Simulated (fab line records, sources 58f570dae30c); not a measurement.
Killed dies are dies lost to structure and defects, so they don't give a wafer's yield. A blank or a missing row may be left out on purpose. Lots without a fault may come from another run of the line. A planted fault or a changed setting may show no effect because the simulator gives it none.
Chamber matching | flow berkeley_cmos170 | UCB170_ZERO_ETCH_06 on rie_diel-03: 4 sister chambers
The step etches SiO2 in CHF3/CF4/Ar, time 12 s. 4 wafers are shown with their chamber, then 7 later ones without.

WAFERS WITH THEIR CHAMBER
wafer  | chamber | throttle_valve_pct (%)
L250.2 | 2       | 9.47
L250.3 | 0       | 9.32
L263.2 | 3       | 9.40
L263.3 | 1       | 9.14

WAFERS WITHOUT THEIR CHAMBER
wafer  | throttle_valve_pct (%)
L263.6 | 9.15
L265.2 | 9.13
L265.3 | 9.31
L265.6 | 9.14
L269.3 | 9.47
L269.4 | 9.33
L269.5 | 9.47

WHICH CHAMBER EACH WENT THROUGH
wafer  | from the rows above | in truth
L263.6 | 1                   | 1
L265.2 | 1                   | 1
L265.3 | 0                   | 0
L265.6 | 1                   | 1
L269.3 | 2                   | 2
L269.4 | 0                   | 0
L269.5 | 2                   | 2
Placed correctly: 7 of 7. Can't be placed from these rows: 0. Placed wrongly: 0.
How it was worked out, from the rows above alone: a wafer's distance from a chamber is the root of the sum, over the readings, of the square of ((its reading less the chamber's mean) divided by the reading's scatter). The wafer belongs to the nearest chamber; if the next one is less than 2 further off, it can't be placed. A chamber's mean is the mean of its shown wafers. The scatter: with one shown wafer a chamber, the root of the mean of the squares of how far each hidden wafer lies from its nearest shown one.
